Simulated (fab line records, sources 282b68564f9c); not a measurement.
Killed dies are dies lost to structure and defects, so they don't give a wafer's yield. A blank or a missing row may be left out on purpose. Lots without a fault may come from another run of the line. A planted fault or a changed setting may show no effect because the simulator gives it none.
fab line records | flow rit_cmos
record lots=15 wafers=45 last_day=7
route steps=202 shown NWELL@37 PRETRO@69
lots that met no fault: from a run of the same line without faults
start_h: hours from the record's first day to the start of the lot's first wafer shown | wait_h: hours since the lot's step before | " the same as in the row above | L1.1+2: a row that stands for several wafers | - no value, or no start given | * or withheld: withheld | < > ~ a bound
route shown NAME@n: a module of which the file shows steps, and the number in the route of the first | usual: mean/standard deviation of fault-free wafers | same: alike in all rows | chamber/n: place in a boat | sites: the reading at each site | _std_site: their standard deviation | _edge_site: outer sites' mean less inner sites' | radius_mm: how far each site lies from the wafer's centre | mask NAME#n: copy n | behind: the tool/chamber that last shaped the wafer | hold: why the lot was held/for how many hours/how that ended | device: the transistor (n, p or np) that didn't switch | end of line: the same wafers' tests at the end of the route | a step without rows: its recipe alone | killed: dies lost to structure and defects at the first sort, not the wafer's yield | map: a wafer's dies, x killed, . not, _ none there
set.NAME: the setting as run; set.NAME@STEP: as run at that earlier step | model.NAME: the simulator's own value behind a step, which no gauge read
steps of the route over a sample of lots; a table a step, a row a wafer
services: from which hour (start_h, from the record's first day; less than 0 if before it) a tool's chamber was out of use, for how many hours, and why
## steps
# step RIT_NWELL_STRIP_09
# recipe chemistry=O2 time_s=180 resist=NOVOLAK platen_temp_c=withheld power_w=500 pressure_mtorr=4000 o2_flow_sccm=4000
# usual drypump_motor_current_A=5.4/0.39
# columns lot.wafer tool chamber start_h wait_h drypump_motor_current_A rf_hours_counter_h
L571.1 plasma_asher-01 0 21.51 0.1 5.3 38
L571.3 " 0 " " 5.3 -
L571.5 " 1 " " 5.2 -
L573.3 plasma_asher-03 1 32.29 0.1 5.0 -
L573.5 " 1 " " 5.0 -
L573.6 " 0 " " 5.9 -
L574.3 plasma_asher-04 1 36.78 0.1 5.2 -
L574.4 " 0 " " 5.9 -
L574.6 " 1 " " 5.2 -
L575.1 plasma_asher-03 0 42.61 0.1 5.9 40
L575.2 " 1 " " 5.0 40
L575.3 " 0 " " 5.9 -
L576.3 plasma_asher-03 1 45.99 0.1 5.0 -
L576.4 " 0 " " 5.9 -
L576.5 " 0 " " 5.9 -
L577.4 plasma_asher-03 1 51.49 0.1 4.9 -
L577.5 " 1 " " 5.0 -
L577.6 " 0 " " 5.9 -
L578.1 plasma_asher-01 0 56.97 0.1 5.3 41
L578.3 " 1 " " 5.2 -
L578.6 " 1 " " 5.3 -
L579.2 plasma_asher-03 0 63.19 0.1 5.9 42
L579.4 " 1 " " 5.0 -
L579.5 " 1 " " 5.0 -
L580.1 plasma_asher-01 1 68.04 0.1 5.3 42
L580.3 " 1 " " 5.2 -
L580.6 " 1 " " 5.3 -
L581.4 plasma_asher-04 0 73.09 0.1 5.9 -
L581.5 " 0 " " 5.9 -
L581.6 " 1 " " 5.2 -
L584.2 plasma_asher-03 1 93.23 0.1 5.0 45
L584.4 " 0 " " 5.9 -
L584.5 " 1 " " 5.0 -
L588.2 plasma_asher-03 1 106.81 0.1 5.0 46
L588.3 " 0 " " 5.9 -
L588.4 " 1 " " 5.0 -
L589.2 plasma_asher-04 1 112.38 0.1 5.2 46
L589.4 " 0 " " 5.9 -
L589.6 " 0 " " 5.9 -
L590.1 plasma_asher-04 1 115.89 0.1 5.2 47
L590.2 " 0 " " 5.9 47
L590.4 " 1 " " 5.2 -
L591.3 plasma_asher-03 1 121.31 0.1 5.0 -
L591.5 " 1 " " 5.0 -
L591.6 " 0 " " 5.9 -
# step RIT_PRETRO_DEVELOP_05
# recipe resist=NOVOLAK develop_time_s=68 dev_temp_c=23
# usual chill_plate_temp_C=23.00/0.099 develop_time_s=68/0 resist_line_temp_C=22.96/0.1
# columns lot.wafer tool chamber start_h wait_h chill_plate_temp_C develop_time_s resist_line_temp_C
L571.1 litho_track-03 0 31 - 22.91 68 22.83
L571.3 " 0 " " 23.05 68 22.68
L571.5 " 0 " " 22.90 68 22.83
L573.3 litho_track-01 0 41 - 22.92 68 23.04
L573.5 " 0 " " 22.73 68 23.04
L573.6 " 0 " " 23.02 68 22.99
L574.3 litho_track-03 0 46 - 23.12 68 23.08
L574.4 " 0 " " 22.88 68 23.02
L574.6 " 0 " " 23.13 68 23.10
L575.1 litho_track-02 0 52 - 23.11 68 23.15
L575.2 " 0 " " 23.02 68 23.00
L575.3 " 0 " " 23.00 68 23.01
L576.3 litho_track-02 0 55 - 23.04 68 23.05
L576.4 " 0 " " 22.95 68 23.15
L576.5 " 0 " " 22.91 68 22.95
L577.4 litho_track-02 0 61 - 22.99 68 22.85
L577.5 " 0 " " 23.05 68 22.93
L577.6 " 0 " " 23.14 68 22.97
L578.1 litho_track-03 0 66 - 22.88 68 23.00
L578.3 " 0 " " 23.02 68 22.89
L578.6 " 0 " " 22.90 68 22.82
L579.2 litho_track-03 - 72 - - - -
L579.4 " - " " - - -
L579.5 " - " " - - -
L580.1 litho_track-02 - 78 - - - -
L580.3 " - " " - - -
L580.6 " - " " - - -
L581.4 litho_track-02 - 84 - - - -
L581.5 " - " " - - -
L581.6 " - " " - - -
L584.2 litho_track-02 0 102 - 22.93 68 23.01
L584.4 " 0 " " 23.04 68 23.03
L584.5 " 0 " " 23.11 68 22.93
L588.2 litho_track-03 0 117 - 23.17 68 22.95
L588.3 " 0 " " 22.91 68 22.91
L588.4 " 0 " " 23.00 68 22.94
L589.2 litho_track-03 0 122 - 22.86 68 22.84
L589.4 " 0 " " 23.12 68 22.97
L589.6 " 0 " " 22.81 68 22.84
L590.1 litho_track-03 0 125 - 23.08 68 22.93
L590.2 " 0 " " 23.06 68 22.96
L590.4 " 0 " " 23.13 68 22.86
L591.3 litho_track-02 0 131 - 23.02 68 23.10
L591.5 " 0 " " 22.94 68 22.99
L591.6 " 0 " " 22.93 68 23.06
# step RIT_PRETRO_OVL_MEAS_06
# usual PRETRO_OVL=0.2/1.2
# columns lot.wafer tool chamber start_h wait_h PRETRO_OVL[nm]
L571.1 overlay-01 - 31.20 - 0.6
L571.3 " - " " -0.4
L571.5 " - " " 0.6
L573.3 overlay-01 - 42.04 - -0.2
L573.5 " - " " 0.9
L573.6 " - " " 0.4
L574.3 overlay-02 - 46.72 - 0.5
L574.4 " - " " -1.0
L574.6 " - " " -1.4
L575.1 overlay-02 - 52.54 - 1.7
L575.2 " - " " 0.6
L575.3 " - " " -0.8
L576.3 overlay-02 - 55.50 - 0.4
L576.4 " - " " -0.9
L576.5 " - " " 0.3
L577.4 overlay-01 - 61.41 - 1.2
L577.5 " - " " -0.1
L577.6 " - " " 0.4
L578.1 overlay-02 - 66.90 - -1.0
L578.3 " - " " -0.7
L578.6 " - " " -1.0
L579.2 overlay-02 - 72.98 - -
L579.4 " - " " -
L579.5 " - " " -
L580.1 overlay-02 - 78.18 - -
L580.3 " - " " -
L580.6 " - " " -
L581.4 overlay-02 - 84.36 - -
L581.5 " - " " -
L581.6 " - " " -
L584.2 overlay-01 - 102.85 - 1.0
L584.4 " - " " 2.0
L584.5 " - " " 1.9
L588.2 overlay-01 - 117.91 - -0.1
L588.3 " - " " -0.7
L588.4 " - " " 0.6
L589.2 overlay-01 - 122.82 - 1.2
L589.4 " - " " 1.1
L589.6 " - " " 0.5
L590.1 overlay-01 - 125.70 - -0.5
L590.2 " - " " 0.9
L590.4 " - " " 0.3
L591.3 overlay-01 - 131.22 - 2.0
L591.5 " - " " 3.3
L591.6 " - " " 1.9
# step RIT_PRETRO_STRIP_09
# recipe chemistry=O2 time_s=180 resist=NOVOLAK platen_temp_c=withheld power_w=500 pressure_mtorr=4000 o2_flow_sccm=4000
# usual drypump_motor_current_A=5.44/0.26
# columns lot.wafer tool chamber start_h wait_h drypump_motor_current_A rf_hours_counter_h
L571.1 plasma_asher-04 1 31.63 0.1 5.19 38
L571.3 " 0 " " 5.91 -
L571.5 " 0 " " 5.93 -
L573.3 plasma_asher-04 1 42.52 0.1 5.22 -
L573.5 " 1 " " 5.20 -
L573.6 " 0 " " 5.95 -
L574.3 plasma_asher-02 1 47.20 0.1 5.41 -
L574.4 " 0 " " 5.34 -
L574.6 " 1 " " 5.42 -
L575.1 plasma_asher-02 1 52.98 0.1 5.38 26
L575.2 " 0 " " 5.33 26
L575.3 " 0 " " 5.34 -
L576.3 plasma_asher-04 1 55.98 0.1 5.22 -
L576.4 " 0 " " 5.95 -
L576.5 " 0 " " 5.96 -
L577.4 plasma_asher-04 0 61.88 0.1 5.91 -
L577.5 " 0 " " 5.92 -
L577.6 " 1 " " 5.19 -
L578.1 plasma_asher-02 0 67.33 0.1 5.33 28
L578.3 " 0 " " 5.34 -
L578.6 " 1 " " 5.40 -
L579.2 plasma_asher-02 1 73.41 0.1 5.39 29
L579.4 " 0 " " 5.34 -
L579.5 " 1 " " 5.41 -
L580.1 plasma_asher-01 1 78.62 0.1 5.25 43
L580.3 " 0 " " 5.32 -
L580.6 " 0 " " 5.31 -
L581.4 plasma_asher-02 0 84.84 0.1 5.39 -
L581.5 " 0 " " 5.37 -
L581.6 " 1 " " 5.43 -
L584.2 plasma_asher-02 1 103.28 0.1 5.47 32
L584.4 " 1 " " 5.46 -
L584.5 " 1 " " 5.46 -
L588.2 plasma_asher-04 1 118.34 0.1 5.20 47
L588.3 " 1 " " 5.19 -
L588.4 " 0 " " 5.93 -
L589.2 plasma_asher-01 1 123.25 0.1 5.25 1
L589.4 " 0 " " 5.27 -
L589.6 " 1 " " 5.23 -
L590.1 plasma_asher-01 0 126.14 0.1 5.32 1
L590.2 " 1 " " 5.25 1
L590.4 " 0 " " 5.33 -
L591.3 plasma_asher-04 1 131.70 0.1 5.18 -
L591.5 " 1 " " 5.18 -
L591.6 " 0 " " 5.92 -
## services
# columns tool chamber start_h hours kind
plasma_asher-02 - -1.77 11.0 repair
plasma_asher-02 - 26.34 0.9 repair
plasma_asher-01 - 31.89 11.1 repair
plasma_asher-01 - 108.75 9.0 pm
plasma_asher-01 0 108.75 9.0 vent_cycle
plasma_asher-01 1 108.75 9.0 vent_cycle
plasma_asher-04 - 116.28 1.5 repair
plasma_asher-01 0 117.75 - clean
plasma_asher-01 1 117.75 - clean
## key
first_sign step=RIT_PRETRO_DEVELOP_05 reading=tool_record direction=missing
effect none on later readings
met_at RIT_PRETRO_DEVELOP_05
struck_lots L579,L580,L581
sort_left_out L579.2,L579.4,L579.5,L580.1,L580.3,L580.6,L581.4,L581.5,L581.6
tester_left_out L579,L580,L581
not_acting_at RIT_NWELL_STRIP_09,RIT_PRETRO_OVL_MEAS_06,RIT_PRETRO_STRIP_09
onset_between 66 72
fault kind=skipped_step_whole tool=litho_track-02,litho_track-03 chamber=- onset_h=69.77 steps=RIT_PRETRO_DEVELOP_05 scope=struck_lots_only
# tester_left_out: of these lots the tester's yield and bins aren't shown, on N5 and GAA mostly nor the transistor test; their killed dies are dies lost to structure and defects alone, not to doping, threshold or leakage, so they don't give the yield
# sort_left_out: the simulated sort isn't trusted on such a fault, so these wafers' sort isn't shown, and their yield isn't known
